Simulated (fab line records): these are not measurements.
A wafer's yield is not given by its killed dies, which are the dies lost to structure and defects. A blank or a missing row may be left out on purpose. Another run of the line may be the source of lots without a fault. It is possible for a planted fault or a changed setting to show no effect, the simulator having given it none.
Which of the tools did it?    flow berkeleyCmos170    14 lots, 42 wafers sampled, at 4 steps of a route of 331

== WHAT THE GAUGES READ, wafer by wafer ==
UCB170_NSD_CD_MEAS_06: target cd 1200 nm.
lot   measured      on        cdNm (nm)
L368  day 8 04:10   cdSem-01  1201.3 1201.4 1200.8
L367  day 8 04:19   cdSem-01  1200.5 1199.6 1199.9
L371  day 8 20:01   cdSem-01  1201.1 1202.4 1200.7
L370  day 8 19:43   cdSem-02  1198.5 1199.5 1196.6
L369  day 8 20:28   cdSem-02  1199.9 1199.5 1199.4
L373  day 9 03:00   cdSem-01  1199.8 1199.9 1199.8
L372  day 9 03:20   cdSem-01  1200.5 1198.6 1199.3
L374  day 9 19:02   cdSem-01  1201.9 1201.7 1203.2
L375  day 10 07:13  cdSem-02  1198.7 1198.4 1199.0
L377  day 10 06:57  cdSem-02  1201.9 1201.1 1201.8
L378  day 10 12:58  cdSem-02  1198.6 1196.9 1197.1
L383  day 11 13:59  cdSem-01  1199.3 1199.0 1199.0
L388  day 11 21:32  cdSem-02  1201.5 1199.0 1202.0
L386  day 11 21:37  cdSem-01  1201.6 1199.7 1201.6

UCB170_V2_CD_MEAS_90: target cd 700 nm.
lot   measured      on        cdNm (nm)
L368  day 8 21:56   cdSem-02  697.5 699.9 699.0
L367  day 8 23:56   cdSem-02  701.0 698.1 700.9
L371  day 9 19:22   cdSem-01  699.6 702.8 700.6
L370  day 9 18:50   cdSem-02  698.8 699.8 700.3
L369  day 9 19:17   cdSem-01  699.7 701.0 699.4
L373  day 10 01:47  cdSem-02  702.9 701.8 701.8
L372  day 10 03:46  cdSem-02  701.9 703.9 702.7
L374  day 10 14:30  cdSem-01  701.7 702.8 700.3
L375  day 11 03:16  cdSem-01  701.1 702.1 701.8
L377  day 11 04:11  cdSem-01  700.8 700.0 700.4
L378  day 11 14:07  cdSem-01  699.9 700.1 698.1
L383  day 12 13:25  cdSem-02  699.4 700.3 699.5
L388  day 12 19:28  cdSem-02  701.4 701.7 702.0
L386  day 12 21:53  cdSem-01  700.3 699.6 700.0

== TOOL THAT RAN EACH LOT (tool first, then ch and the chambers of the sampled wafers, then the start) ==
lot   UCB170_GATE_ETCH_14                UCB170_V1_CMP_02
L368  rieDiel-04 ch 1,2, day 7 13:19     cmp-02 ch 0,1,2, day 8 14:55
L367  rieDiel-02 ch 0,1,3, day 7 13:34   cmp-01 ch 1,2,3, day 8 16:12
L371  rieDiel-03 ch 0,1, day 8 05:02     cmp-02 ch 0,1,2, day 9 07:24
L370  rieDiel-02 ch 0,3, day 8 05:03     cmp-01 ch 0,3, day 9 06:04
L369  rieDiel-04 ch 1,2,3, day 8 05:10   cmp-01 ch 0,1, day 9 08:47
L373  rieDiel-02 ch 0,1,3, day 8 13:25   cmp-02 ch 0,1,2, day 9 13:02
L372  rieDiel-04 ch 0,1,2, day 8 13:29   cmp-01 ch 1,2,3, day 9 14:23
L374  rieDiel-03 ch 0,1,3, day 9 03:11   cmp-01 ch 0,1,3, day 10 06:47
L375  rieDiel-03 ch 0,2,3, day 9 13:34   cmp-02 ch 0,3, day 10 18:59
L377  rieDiel-04 ch 0,1, day 9 13:41     cmp-02 ch 1,2, day 10 20:19
L378  rieDiel-03 ch 0,1,2, day 9 23:05   cmp-02 ch 0,2,3, day 11 05:14
L383  rieDiel-02 ch 0,2, day 11 00:23    cmp-02 ch 1,3, day 12 01:08
L388  rieDiel-02 ch 0,2, day 11 07:11    cmp-01 ch 0,2, day 12 10:32
L386  rieDiel-04 ch 0,2,3, day 11 07:15  cmp-02 ch 1,2,3, day 12 13:47
- UCB170_GATE_ETCH_14: etches BARC in N2/H2.
- UCB170_V1_CMP_02: polishes SiO2.

== WHAT THE TOOLS THEMSELVES READ (means of the sampled wafers that have a number; where no wafer has one, the mark that the record gives instead) ==
UCB170_GATE_ETCH_14.
lot   tool        drypumpMotorCurrentA (A)  oesProductAu (a.u.)  throttleValvePct (%)
L368  rieDiel-04  5.1                       1.014                13.43
L367  rieDiel-02  5.9                       1.015                13.18
L371  rieDiel-03  5.8                       1.000                13.35
L370  rieDiel-02  5.9                       1.011                13.25
L369  rieDiel-04  5.5                       1.020                13.39
L373  rieDiel-02  5.9                       1.014                13.18
L372  rieDiel-04  5.4                       1.016                13.37
L374  rieDiel-03  5.9                       0.998                13.29
L375  rieDiel-03  6.0                       0.804                13.34
L377  rieDiel-04  5.6                       1.018                13.32
L378  rieDiel-03  5.8                       0.811                13.35
L383  rieDiel-02  6.1                       1.010                13.34
L388  rieDiel-02  6.1                       1.006                13.34
L386  rieDiel-04  5.5                       1.006                13.33

UCB170_V1_CMP_02.
lot   tool    motorCurrentA (A)  slurryFlowMlMin
L368  cmp-02  15.5               150.2
L367  cmp-01  15.5               150.0
L371  cmp-02  15.8               149.7
L370  cmp-01  15.0               149.9
L369  cmp-01  16.0               149.5
L373  cmp-02  15.9               150.2
L372  cmp-01  15.6               150.5
L374  cmp-01  16.2               150.2
L375  cmp-02  17.4               150.3
L377  cmp-02  15.6               150.1
L378  cmp-02  17.0               149.4
L383  cmp-02  17.9               150.2
L388  cmp-01  17.2               150.0
L386  cmp-02  16.5               149.9

== THE ANSWER, worked out from the rows above alone ==
Rule: the usual values come from the lots themselves. The widest of any qualifying gaps counts: lots, ordered by their means at a reading, are off when they make up no more than a third of the lots, leave a main group of 4 or more, and stand apart from it by 3 or more times the standard deviation of that group's means. The tables above print the reading to a certain number of digits; a main group whose means all agree to those digits is not used. A lot without any number at a reading at which 4 lots or more have one is off too. The other lots that the step has rows for count as sound. Order of review: gauges by route order, followed by the tools' own readings, for which a lot's mean as printed above is used. The first step at which some lot is off is used, and at that step the reading that is off furthest; a lot without a number counts as furthest.
Off: L375, L378, at UCB170_GATE_ETCH_14 (oesProductAu). Main group: mean 1.011 a.u., sd 0.0066.
A tool fits if, at that step or a process step before it, it ran every lot that is off, and no sound lot after the first of them. One fits: rieDiel-03 at UCB170_GATE_ETCH_14. A fault onset in the window from L374 (day 9 03:11, its last sound lot) to L375 (day 9 13:34, its first lot off) fits.
On the lots that are off, the tool's own readings at UCB170_GATE_ETCH_14 differ by more than 5 times the standard deviation of the sound lots' means, which bears it out; oesProductAu reads 0.808 a.u. there versus 1.011 a.u. on the sound lots.

== WHAT THE SIMULATOR HAD PUT IN ==
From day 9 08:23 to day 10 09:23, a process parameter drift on rieDiel-03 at UCB170_GATE_ETCH_14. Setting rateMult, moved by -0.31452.
Struck lots among those shown: L375, L378. The rule above found the same.
